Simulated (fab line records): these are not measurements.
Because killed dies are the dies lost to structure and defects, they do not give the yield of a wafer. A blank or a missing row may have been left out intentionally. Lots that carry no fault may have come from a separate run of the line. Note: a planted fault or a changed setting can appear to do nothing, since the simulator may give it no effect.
Split-lot study | flow berkeley_cmos170 | 5 lots, 23 wafers read, on a route of 331 steps

## SPLIT DETAILS
At UCB170_NWELL_OXIDATION_01 (target thk 26.4 nm, ox time 1260 s), the setting temp_c was moved away from the recipe's 1000 C on 20 of the 23 wafers read, by -2.7% to +1.8%. The other wafers ran this setting at the recipe's value.

There is no step in the file separating the split from the reading.

## THE READING
At UCB170_NWELL_THK_MEAS_02: NWELL_OXIDE_THK, given in nm. Fault-free wafers of this fab line usually give 26.7 nm, standard deviation 0.41 nm.

wafer  | tool, chamber at the split | temp_c as run, C | against the recipe | NWELL_OXIDE_THK, nm | against lot-mates on the recipe
L074.1 | furnace-01, 0              | 1000             | recipe             | 27.1                | -
L074.3 | furnace-01, 0              | 1000             | recipe             | 27.3                | -
L074.5 | furnace-01, 0              | 1000             | recipe             | 27.6                | -
L078.1 | -, -                       | 982.2            | -1.8%              | 22.3                | no lot-mate on the recipe
L078.2 | -, -                       | 982.2            | -1.8%              | 22.3                | no lot-mate on the recipe
L078.3 | -, -                       | 982.2            | -1.8%              | 22.3                | no lot-mate on the recipe
L078.5 | -, -                       | 982.2            | -1.8%              | 22.3                | no lot-mate on the recipe
L078.6 | -, -                       | 982.2            | -1.8%              | 22.3                | no lot-mate on the recipe
L079.1 | -, -                       | 1018             | +1.8%              | 30.7                | no lot-mate on the recipe
L079.2 | -, -                       | 1018             | +1.8%              | 31.1                | no lot-mate on the recipe
L079.3 | -, -                       | 1018             | +1.8%              | 31.0                | no lot-mate on the recipe
L079.4 | -, -                       | 1018             | +1.8%              | 30.7                | no lot-mate on the recipe
L079.6 | -, -                       | 1018             | +1.8%              | 31.0                | no lot-mate on the recipe
L082.1 | -, -                       | 1016             | +1.6%              | 31.2                | no lot-mate on the recipe
L082.2 | -, -                       | 1016             | +1.6%              | 30.6                | no lot-mate on the recipe
L082.3 | -, -                       | 1016             | +1.6%              | 30.9                | no lot-mate on the recipe
L082.4 | -, -                       | 1016             | +1.6%              | 31.0                | no lot-mate on the recipe
L082.6 | -, -                       | 1016             | +1.6%              | 30.6                | no lot-mate on the recipe
L083.1 | -, -                       | 973.2            | -2.7%              | 20.3                | no lot-mate on the recipe
L083.2 | -, -                       | 973.2            | -2.7%              | 20.9                | no lot-mate on the recipe
L083.3 | -, -                       | 973.2            | -2.7%              | 20.2                | no lot-mate on the recipe
L083.4 | -, -                       | 973.2            | -2.7%              | 20.2                | no lot-mate on the recipe
L083.6 | -, -                       | 973.2            | -2.7%              | 20.1                | no lot-mate on the recipe

FIT RESULTS
A straight line over all 23 wafers: NWELL_OXIDE_THK changes by +2.43 nm for each +1% of temp_c; r = +1.00; the points scatter about the line by 0.34 nm.
Too few moved wafers have a lot-mate on the recipe to fit a line with each lot's own level taken away.

## THE WHOLE CHAIN: every reading that the file lists as answering this split, in the file's order
step                      | what it does                       | reading                                                                            | change (the file's fit)              | r (the file's)
UCB170_NWELL_OXIDATION_01 | target thk 26.4 nm, ox time 1260 s | SiO2_of_NWELL_OXIDATION_01.thk_nm (the simulator's own value, which no gauge read) | +2.43 nm for each +1% of the setting | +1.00
UCB170_NWELL_THK_MEAS_02  |                                    | NWELL_OXIDE_THK                                                                    | +2.43 for each +1% of the setting    | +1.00

## FILE'S OWN FIT
NWELL_OXIDE_THK changes by +2.43 nm for each +1% of temp_c, r = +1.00.
